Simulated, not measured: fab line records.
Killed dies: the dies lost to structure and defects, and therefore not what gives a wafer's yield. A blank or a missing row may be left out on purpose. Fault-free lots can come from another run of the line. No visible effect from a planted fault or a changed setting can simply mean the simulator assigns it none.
The tool behind it: which one? :: flow rit cmos :: 42 wafers from 14 lots sampled at 5 of the route's 202 steps

## WHAT THE GAUGES SHOWED, per wafer
RIT_ACTIVE_BOW_MEAS_00. Usual: INCOMING_BOW typically reads 0 um, with standard deviation 6.2.
lot: L674
measured: day 1 10:00
on: film metro-02
INCOMING_BOW (um): 6 16 5
flag: 

lot: L675
measured: day 1 15:01
on: film metro-02
INCOMING_BOW (um): -2 -10 7
flag: 

lot: L676
measured: day 1 20:02
on: film metro-01
INCOMING_BOW (um): 2 8 10
flag: 

lot: L677
measured: day 2 01:01
on: film metro-03
INCOMING_BOW (um): -9 3 -6
flag: 

lot: L679
measured: day 2 11:00
on: film metro-01
INCOMING_BOW (um): -7 6 1
flag: 

lot: L683
measured: day 3 07:01
on: film metro-01
INCOMING_BOW (um): -4 -1 -9
flag: 

lot: L685
measured: day 3 17:00
on: film metro-01
INCOMING_BOW (um): -1 -1 5
flag: 

lot: L687
measured: day 4 03:01
on: film metro-01
INCOMING_BOW (um): 4 2 9
flag: 

lot: L688
measured: day 4 08:01
on: film metro-01
INCOMING_BOW (um): -9 0 -3
flag: 

lot: L689
measured: day 4 13:00
on: film metro-01
INCOMING_BOW (um): 1 7 -8
flag: 

lot: L690
measured: day 4 18:00
on: film metro-02
INCOMING_BOW (um): 7 -2 5
flag: 

lot: L691
measured: day 4 23:01
on: film metro-02
INCOMING_BOW (um): -5 1 2
flag: 

lot: L693
measured: day 5 09:00
on: film metro-01
INCOMING_BOW (um): 10 6 -1
flag: 

lot: L695
measured: day 5 19:00
on: film metro-01
INCOMING_BOW (um): 5 0 10
flag: 

RIT_ACTIVE_THK_MEAS_02. Usual: ACTIVE_OXIDE_THK typically reads 47.7 nm, with standard deviation 0.88.
lot: L674
measured: day 1 12:03
on: film metro-01
ACTIVE_OXIDE_THK (nm): 48.5 49.4 49.1
flag: 

lot: L675
measured: day 1 17:52
on: film metro-03
ACTIVE_OXIDE_THK (nm): 48.4 48.1 48.8
flag: 

lot: L676
measured: day 2 00:22
on: film metro-03
ACTIVE_OXIDE_THK (nm): 48.4 48.5 48.1
flag: 

lot: L677
measured: day 2 03:04
on: film metro-03
ACTIVE_OXIDE_THK (nm): 47.9 48.3 48.6
flag: 

lot: L679
measured: day 2 13:03
on: film metro-02
ACTIVE_OXIDE_THK (nm): 48.2 48.5 47.4
flag: 

lot: L683
measured: day 3 09:04
on: film metro-03
ACTIVE_OXIDE_THK (nm): 46.8 46.6 46.0
flag: 

lot: L685
measured: day 3 19:03
on: film metro-02
ACTIVE_OXIDE_THK (nm): 48.5 47.8 48.6
flag: 

lot: L687
measured: day 4 05:14
on: film metro-01
ACTIVE_OXIDE_THK (nm): 48.8 49.0 49.2
flag: 

lot: L688
measured: day 4 10:04
on: film metro-03
ACTIVE_OXIDE_THK (nm): 47.6 48.3 47.9
flag: 

lot: L689
measured: day 4 15:03
on: film metro-03
ACTIVE_OXIDE_THK (nm): 47.0 46.1 46.4
flag: 

lot: L690
measured: day 4 21:28
on: film metro-02
ACTIVE_OXIDE_THK (nm): 46.1 46.3 46.0
flag: 

lot: L691
measured: day 5 01:04
on: film metro-02
ACTIVE_OXIDE_THK (nm): 46.8 47.6 46.5
flag: 

lot: L693
measured: day 5 11:03
on: film metro-01
ACTIVE_OXIDE_THK (nm): 46.5 46.3 46.7
flag: 

lot: L695
measured: day 5 21:03
on: film metro-02
ACTIVE_OXIDE_THK (nm): 47.8 47.2 48.0
flag: 

RIT_NWELL_TW_MEAS_10. Usual: NWELL_TW typically reads 2127, with standard deviation 17.
lot: L674
measured: day 1 20:56
on: film metro-01
NWELL_TW: 2116 2133 2124
flag: 

lot: L675
measured: day 2 04:13
on: film metro-01
NWELL_TW: 2132 2128 2140
flag: 

lot: L676
measured: day 2 10:19
on: film metro-04
NWELL_TW: 2138 2142 2143
flag: 

lot: L677
measured: day 2 14:29
on: film metro-03
NWELL_TW: 2140 2147 2135
flag: 

lot: L679
measured: day 2 22:48
on: film metro-01
NWELL_TW: 2137 2128 2134
flag: 

lot: L683
measured: day 3 18:41
on: film metro-03
NWELL_TW: 2052 2046 2051
flag: OFF

lot: L685
measured: day 4 04:07
on: film metro-03
NWELL_TW: 2051 2052 2047
flag: OFF

lot: L687
measured: day 4 14:56
on: film metro-01
NWELL_TW: 2108 2118 2122
flag: 

lot: L688
measured: day 4 19:49
on: film metro-01
NWELL_TW: 2115 2123 2112
flag: 

lot: L689
measured: day 4 23:58
on: film metro-01
NWELL_TW: 2110 2108 2101
flag: 

lot: L690
measured: day 5 06:15
on: film metro-03
NWELL_TW: 2131 2132 2125
flag: 

lot: L691
measured: day 5 10:02
on: film metro-01
NWELL_TW: 2120 2106 2113
flag: 

lot: L693
measured: day 5 21:40
on: film metro-03
NWELL_TW: 2134 2126 2131
flag: 

lot: L695
measured: day 6 07:25
on: film metro-03
NWELL_TW: 2161 2158 2156
flag: 

## WHAT TOOL EACH LOT RAN ON (gives the tool, then ch and the chambers of the sampled wafers, and finally the start)
lot: L674
RIT_NWELL_IMPLANT_08: implanter-03 ch 0, day 1 20:37
RIT_NWELL_STRIP_09: plasma asher-01 ch 0,1, day 1 20:46

lot: L675
RIT_NWELL_IMPLANT_08: implanter-02 ch 0, day 2 03:55
RIT_NWELL_STRIP_09: plasma asher-02 ch 0,1, day 2 04:02

lot: L676
RIT_NWELL_IMPLANT_08: implanter-04 ch 0, day 2 10:01
RIT_NWELL_STRIP_09: plasma asher-02 ch 0,1, day 2 10:10

lot: L677
RIT_NWELL_IMPLANT_08: implanter-02 ch 0, day 2 14:10
RIT_NWELL_STRIP_09: plasma asher-01 ch 0,1, day 2 14:18

lot: L679
RIT_NWELL_IMPLANT_08: implanter-03 ch 0, day 2 22:28
RIT_NWELL_STRIP_09: plasma asher-04 ch 0,1, day 2 22:37

lot: L683
RIT_NWELL_IMPLANT_08: implanter-02 ch 0, day 3 18:22
RIT_NWELL_STRIP_09: plasma asher-02 ch 0,1, day 3 18:29

lot: L685
RIT_NWELL_IMPLANT_08: implanter-02 ch 0, day 4 03:47
RIT_NWELL_STRIP_09: plasma asher-04 ch 0, day 4 03:56

lot: L687
RIT_NWELL_IMPLANT_08: implanter-04 ch 0, day 4 14:38
RIT_NWELL_STRIP_09: plasma asher-02 ch 0,1, day 4 14:45

lot: L688
RIT_NWELL_IMPLANT_08: implanter-04 ch 0, day 4 19:31
RIT_NWELL_STRIP_09: plasma asher-01 ch 0,1, day 4 19:38

lot: L689
RIT_NWELL_IMPLANT_08: implanter-03 ch 0, day 4 23:38
RIT_NWELL_STRIP_09: plasma asher-02 ch 0,1, day 4 23:47

lot: L690
RIT_NWELL_IMPLANT_08: implanter-04 ch 0, day 5 05:55
RIT_NWELL_STRIP_09: plasma asher-01 ch 0,1, day 5 06:04

lot: L691
RIT_NWELL_IMPLANT_08: implanter-04 ch 0, day 5 09:43
RIT_NWELL_STRIP_09: plasma asher-04 ch 0,1, day 5 09:51

lot: L693
RIT_NWELL_IMPLANT_08: implanter-04 ch 0, day 5 21:20
RIT_NWELL_STRIP_09: plasma asher-01 ch 0,1, day 5 21:29

lot: L695
RIT_NWELL_IMPLANT_08: implanter-04 ch 0, day 6 07:05
RIT_NWELL_STRIP_09: plasma asher-02 ch 0,1, day 6 07:14
- RIT_NWELL_IMPLANT_08
- RIT_NWELL_STRIP_09: strips in O2, time 180 s.

## WHAT THE TOOLS THEMSELVES READ (means of the sampled wafers that have a number; where no wafer has one, the mark that the record gives instead)
RIT_NWELL_IMPLANT_08. Usual: beam energy keV at 169.99, with a standard deviation of 0.059.
lot: L674
tool: implanter-03
beam energy keV: 170.03
flag: 

lot: L675
tool: implanter-02
beam energy keV: 169.98
flag: 

lot: L676
tool: implanter-04
beam energy keV: 169.97
flag: 

lot: L677
tool: implanter-02
beam energy keV: 170.03
flag: 

lot: L679
tool: implanter-03
beam energy keV: 169.96
flag: 

lot: L683
tool: implanter-02
beam energy keV: 139.33
flag: OFF

lot: L685
tool: implanter-02
beam energy keV: 139.33
flag: OFF

lot: L687
tool: implanter-04
beam energy keV: 170.04
flag: 

lot: L688
tool: implanter-04
beam energy keV: 169.97
flag: 

lot: L689
tool: implanter-03
beam energy keV: 170.03
flag: 

lot: L690
tool: implanter-04
beam energy keV: 169.95
flag: 

lot: L691
tool: implanter-04
beam energy keV: 170.05
flag: 

lot: L693
tool: implanter-04
beam energy keV: 170.08
flag: 

lot: L695
tool: implanter-04
beam energy keV: 169.98
flag: 

RIT_NWELL_STRIP_09. Usual: drypump motor current A at 6.1 A, with a standard deviation of 0.47.
lot: L674
tool: plasma asher-01
drypump motor current A (A): 6.5
flag: 

lot: L675
tool: plasma asher-02
drypump motor current A (A): 5.8
flag: 

lot: L676
tool: plasma asher-02
drypump motor current A (A): 6.1
flag: 

lot: L677
tool: plasma asher-01
drypump motor current A (A): 6.5
flag: 

lot: L679
tool: plasma asher-04
drypump motor current A (A): 5.7
flag: 

lot: L683
tool: plasma asher-02
drypump motor current A (A): 6.1
flag: 

lot: L685
tool: plasma asher-04
drypump motor current A (A): 5.8
flag: 

lot: L687
tool: plasma asher-02
drypump motor current A (A): 5.8
flag: 

lot: L688
tool: plasma asher-01
drypump motor current A (A): 6.5
flag: 

lot: L689
tool: plasma asher-02
drypump motor current A (A): 5.8
flag: 

lot: L690
tool: plasma asher-01
drypump motor current A (A): 6.5
flag: 

lot: L691
tool: plasma asher-04
drypump motor current A (A): 5.7
flag: 

lot: L693
tool: plasma asher-01
drypump motor current A (A): 6.5
flag: 

lot: L695
tool: plasma asher-02
drypump motor current A (A): 5.8
flag: 

## THE ANSWER, worked out from the rows above alone
Rule: take the mean of a lot's wafers that have a number; if it is more than 3 standard deviations from the usual mean, the lot is off. Also off: a lot with no number at a reading for which 4 or more lots have one. All remaining lots with rows at the step are treated as sound. After the gauges, taken in route order, come the tools' own readings; for these a lot's mean is taken, as printed above. The first step at which some lot is off is used, and at that step the reading that is off furthest; a lot without a number counts as furthest.
Off: at RIT_NWELL_TW_MEAS_10 (NWELL_TW), L683, L685.
If a tool, at a process step before that reading, ran all the lots that are off and no sound lot after the first of them, it fits. The gauges at RIT_NWELL_TW_MEAS_10 aren't tried: what is off there is off at RIT_NWELL_IMPLANT_08 too, on other tools, and a gauge's error can't cause that. One fits: implanter-02 at RIT_NWELL_IMPLANT_08. A fault onset in the window from L677 (day 2 14:10, its last sound lot) to L683 (day 3 18:22, its first lot off) fits.
The tool's own readings at RIT_NWELL_IMPLANT_08 bear it out: on the lots that are off they differ by more than 5 times the standard deviation of the sound lots' means. beam energy keV reads 139.33 there against 170.01 on the sound lots.

## WHAT HAD BEEN PUT IN BY THE SIMULATOR
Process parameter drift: implanter-02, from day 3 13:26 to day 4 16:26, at RIT_NWELL_IMPLANT_08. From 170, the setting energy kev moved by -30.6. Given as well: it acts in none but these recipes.
Struck lots among those shown: L683, L685. This agrees with what the rule above found.
